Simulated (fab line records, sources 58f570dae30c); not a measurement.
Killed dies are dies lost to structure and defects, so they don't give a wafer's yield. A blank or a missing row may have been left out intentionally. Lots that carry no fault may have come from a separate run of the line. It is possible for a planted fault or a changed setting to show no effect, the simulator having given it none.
Check for tools in common + flow berkeley_cmos170 + Sample size 15 lots and 52 wafers

WHY IT WAS OPENED
Of 15 lots, 3 have the reading NLDD_OVL flagged at UCB170_NLDD_OVL_MEAS_07. Fault-free wafers read -2 nm, with a standard deviation of 6.
Rule: flag the lot when none of its wafers has a number, or when each of its wafers that has one lies beyond 4 standard deviations from that mean. The rest of the lots are taken to be sound.

| lot  | measured     | on         | NLDD_OVL (nm), wafer by wafer | flag    |
|------|--------------|------------|-------------------------------|---------|
| L115 | day 6 10:45  | overlay-02 | -6 -2 4                       |         |
| L113 | day 6 11:35  | overlay-02 | -9 -7 -9                      |         |
| L112 | day 6 15:15  | overlay-01 | -2 -1 0                       |         |
| L114 | day 6 17:20  | overlay-02 | -1 0 -3                       |         |
| L116 | day 7 04:55  | overlay-01 | -13 -7 -13                    |         |
| L117 | day 7 14:58  | overlay-01 | -5 -1 -3                      |         |
| L119 | day 7 18:21  | overlay-02 | 183 180 181 178               | FLAGGED |
| L121 | day 8 07:44  | overlay-02 | 171 176 180 169 174 183       | FLAGGED |
| L123 | day 8 23:26  | overlay-02 | -11 -6 -10                    |         |
| L127 | day 9 09:09  | overlay-01 | -3 -5 -5                      |         |
| L126 | day 9 10:01  | overlay-01 | 172 176 180 175 174 182       | FLAGGED |
| L128 | day 9 10:34  | overlay-02 | -4 -5 4                       |         |
| L132 | day 10 14:09 | overlay-01 | 4 1 2                         |         |
| L134 | day 10 22:54 | overlay-02 | -5 -1 3                       |         |
| L135 | day 11 04:14 | overlay-02 | -13 -14 -9                    |         |
The mean of the flagged lots' numbers is 177 nm, +179 nm from the usual (+30 standard deviations).

EACH LOT AND THE TOOL IT RAN ON
The record holds 2 process steps before the reading, out of a route of 331 steps. Each cell gives the tool, then ch followed by the chambers the sampled wafers passed through, then the start.
| lot  | flag    | UCB170_PWELL_ETCH_14              | UCB170_NLDD_EXPOSE_03             |
|------|---------|-----------------------------------|-----------------------------------|
| L115 |         | rie_diel-03 ch 0,2,3, day 3 11:54 | krf_scanner-01 ch 0, day 6 09:57  |
| L113 |         | rie_diel-04 ch 1,2,3, day 3 08:33 | krf_scanner-02 ch 0, day 6 10:35  |
| L112 |         | rie_diel-03 ch 0,1,2, day 3 08:50 | krf_scanner-02 ch 0, day 6 14:31  |
| L114 |         | rie_diel-03 ch 1,2,3, day 3 12:08 | krf_scanner-01 ch 0, day 6 15:55  |
| L116 |         | rie_diel-04 ch 2,3, day 3 19:05   | krf_scanner-02 ch 0, day 7 03:45  |
| L117 |         | rie_diel-04 ch 0,3, day 4 06:07   | krf_scanner-02 ch 0, day 7 14:24  |
| L119 | FLAGGED | rie_diel-02 ch 2,3, day 4 17:28   | krf_scanner-01 ch 0, day 7 17:22  |
| L121 | FLAGGED | rie_diel-02 ch 0,2,3, day 5 04:42 | krf_scanner-01 ch 0, day 8 07:13  |
| L123 |         | rie_diel-03 ch 0,1,2, day 5 18:04 | krf_scanner-02 ch 0, day 8 22:31  |
| L127 |         | rie_diel-04 ch 0,1,3, day 6 09:32 | krf_scanner-02 ch 0, day 9 08:38  |
| L126 | FLAGGED | rie_diel-03 ch 1,2,3, day 6 02:46 | krf_scanner-01 ch 0, day 9 09:28  |
| L128 |         | rie_diel-02 ch 1,2, day 6 10:03   | krf_scanner-02 ch 0, day 9 10:04  |
| L132 |         | rie_diel-03 ch 0,3, day 7 08:34   | krf_scanner-02 ch 0, day 10 13:21 |
| L134 |         | rie_diel-02 ch 1,2,3, day 7 13:52 | krf_scanner-02 ch 0, day 10 21:47 |
| L135 |         | rie_diel-04 ch 1,2, day 7 20:07   | krf_scanner-02 ch 0, day 11 03:29 |
What these steps do:
- UCB170_PWELL_ETCH_14: etches Si3N4 in CH3F/Ar/O2, stops on SiO2, target depth 242 nm, time 151 s.
- UCB170_NLDD_EXPOSE_03: exposes mask NSELECT, target cd 1200 nm.
- UCB170_NLDD_OVL_MEAS_07

FLAGGED OVER TOTAL, TOOL BY TOOL (the gauges that took the reading come last)
| step                    | tool           | lots run | flagged | share of the flagged lots | sound lots run after its first flagged lot |
|-------------------------|----------------|----------|---------|---------------------------|--------------------------------------------|
| UCB170_PWELL_ETCH_14    | rie_diel-02    | 4        | 2       | some                      | 2 (L128,L134)                              |
| UCB170_PWELL_ETCH_14    | rie_diel-03    | 6        | 1       | some                      | 1 (L132)                                   |
| UCB170_PWELL_ETCH_14    | rie_diel-04    | 5        | 0       | none                      | -                                          |
| UCB170_NLDD_EXPOSE_03   | krf_scanner-01 | 5        | 3       | all                       | 0                                          |
| UCB170_NLDD_EXPOSE_03   | krf_scanner-02 | 10       | 0       | none                      | -                                          |
| UCB170_NLDD_OVL_MEAS_07 | overlay-01     | 6        | 1       | some                      | 1 (L132)                                   |
| UCB170_NLDD_OVL_MEAS_07 | overlay-02     | 9        | 2       | some                      | 4 (L123,L128,L134,L135)                    |

WHAT THE TABLE ALLOWS
1 row of the table ran every flagged lot: krf_scanner-01 at UCB170_NLDD_EXPOSE_03.
- krf_scanner-01 at UCB170_NLDD_EXPOSE_03: 3 of its 5 lots flagged. A fault beginning between L114 (day 6 15:55), its last sound lot, and L119 (day 7 17:22), its first flagged one, fits the data.
Left over: one tool, krf_scanner-01 at UCB170_NLDD_EXPOSE_03.

WHAT THE SIMULATOR HAD PUT IN
Scanner matching overlay: krf_scanner-01, from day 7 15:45 on, at UCB170_NLDD_EXPOSE_03. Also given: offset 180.
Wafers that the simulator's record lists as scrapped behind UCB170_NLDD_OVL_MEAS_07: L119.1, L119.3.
Struck lots among those shown: L119, L121, L126. Same finding as the rule above.
